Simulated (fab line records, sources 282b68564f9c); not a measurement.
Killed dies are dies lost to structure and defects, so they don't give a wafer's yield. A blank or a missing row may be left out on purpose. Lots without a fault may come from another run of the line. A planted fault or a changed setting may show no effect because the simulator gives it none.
A struck lot beside a sound one | flow rit_cmos | 17 steps out of a route of 202
Sound: wafers L823.1, L823.5, L823.6. Struck: wafers L835.1, L835.5, L835.6. The cause comes at the end.
At each step with rows: each side's tool, then ch and its chambers, then its first start. Under that, the readings that differ: sound wafers | struck wafers | difference of the means | sigmas: that difference in standard deviations of wafers without a fault.
alike: readings whose means differ by less than 2 such deviations, and words and numbers that are the same on both sides. not compared: withheld readings, readings that some wafer has no value for, bounds like >300 that may hide the same value, and numbers for which the record gives no deviation and whose values overlap.
The two part at a step that has a row with sigmas, a row that says differs or no value, or rows on one side only. Numbers that don't overlap but have no deviation are shown without sigmas and don't part them. A reading that every wafer of one side lacks parts them only if that side has two wafers or more.

RIT_M1_THK_MEAS_02: measures by xrf.
  sound on film_metro-04, day 3 14:52; struck on film_metro-04, day 5 22:42
  alike: M1_AL_THK
then, 6 steps without rows for these wafers: RIT_M1_HMDS_03 (prime time 60 s); RIT_M1_COAT_04 (resist thk 1300 nm); RIT_M1_SOFTBAKE_05 (time 60 s); RIT_M1_EXPOSE_06 (exposes mask M12, target cd 2600 nm); RIT_M1_PEB_07; RIT_M1_DEVELOP_08 (develop time 68 s).
RIT_M1_CD_MEAS_09: target cd 2600 nm.
  sound on cd_sem-01, day 3 16:07; struck on cd_sem-01, day 5 23:56
  alike: cd_nm
RIT_M1_OVL_MEAS_10:
  sound on overlay-01, day 3 16:14; struck on overlay-01, day 6 00:04
  alike: M1_OVL
then, 1 step without rows for these wafers: RIT_M1_HARDBAKE_11 (time 120 s).
RIT_M1_METAL_ETCH_12: etches Al in Cl2/BCl3, stops on SiO2, time 165 s, target depth 600 nm.
  sound on rie_metal-01 ch 0,1, day 3 16:31; struck on rie_metal-01 ch 0,1, day 6 00:20
  alike: drypump_motor_current_A, oes_product_au, throttle_valve_pct
  not compared: rf_hours_counter_h
then, 1 step without rows for these wafers: RIT_M1_STRIP_13 (strips in nmp, time 600 s).
RIT_M1_STRIP_14: strips in O2, time 180 s.
  sound on plasma_asher-01 ch 0,1, day 3 16:57; struck on plasma_asher-03 ch 0,1, day 6 00:42
  alike: drypump_motor_current_A, rf_refl_power_W
  not compared: rf_hours_counter_h
RIT_M1_CD_MEAS_90: target cd 2600 nm.
  sound on cd_sem-01, day 3 17:08; struck on cd_sem-01, day 6 00:52
  alike: cd_nm
then, 1 step without rows for these wafers: RIT_M1_ANNEAL_15 (time 1800 s).
RIT_M1_BOW_MEAS_16:
  sound on film_metro-04, day 3 18:45; struck on film_metro-03, day 6 02:29
  alike: M1_BOW
RIT_M1_PROBE_99:
  sound on prober-01, day 3 18:52; struck on prober-01, day 6 02:37
  reading                               | sound                | struck            | difference | sigmas
  defect_limited_yield (%)              | 98.5 98.1 98.5       | 89.4 88.3 90.5    | -9.0       | -8
  killed_at_M0_to_M3                    | 0 0 0                | 26 24 21          | +24        | +99 or more
  killed_dies                           | 4 5 4                | 28 31 25          | +24        | +8
  killed_on_rim                         | 0 0 0                | 9 8 7             | +8         | +6
  sort_bin_3_pad_short (%)              | 0 0.4 0              | 1.1 1.1 1.1       | +1.0       | +5
  sort_bin_5_function (%)               | 0.8 1.1 1.1          | 7.2 8.7 7.2       | +6.7       | +9
  sort_n_pass                           | 260.0 259.0 260.0    | 236.0 233.0 239.0 | -23.7      | -8
  sort_yield_pct (%)                    | 98.5 98.1 98.5       | 89.4 88.3 90.5    | -9.0       | -8
  model.etest.tester.sort_n_pass        | 260 259 260          | 236 233 239       | -24        |
  model.etest.tester.sort_yield_pct (%) | 98.48 98.11 98.48    | 89.39 88.26 90.53 | -8.96      |
  model.etest.tester.sort_bin_5_pct (%) | 0.7576 1.136 1.136   | 7.197 8.712 7.197 | +6.692     |
  model.etest.tester.sort_bin_6_pct (%) | 0.7576 0.3788 0.3788 | 2.273 1.894 1.136 | +1.263     |
  alike: killed_at_front_end, killed_open, killed_short, sort_bin_6_memory

WHERE THEY PART
Only at RIT_M1_PROBE_99, within this record.

WHY: what the simulator had put in
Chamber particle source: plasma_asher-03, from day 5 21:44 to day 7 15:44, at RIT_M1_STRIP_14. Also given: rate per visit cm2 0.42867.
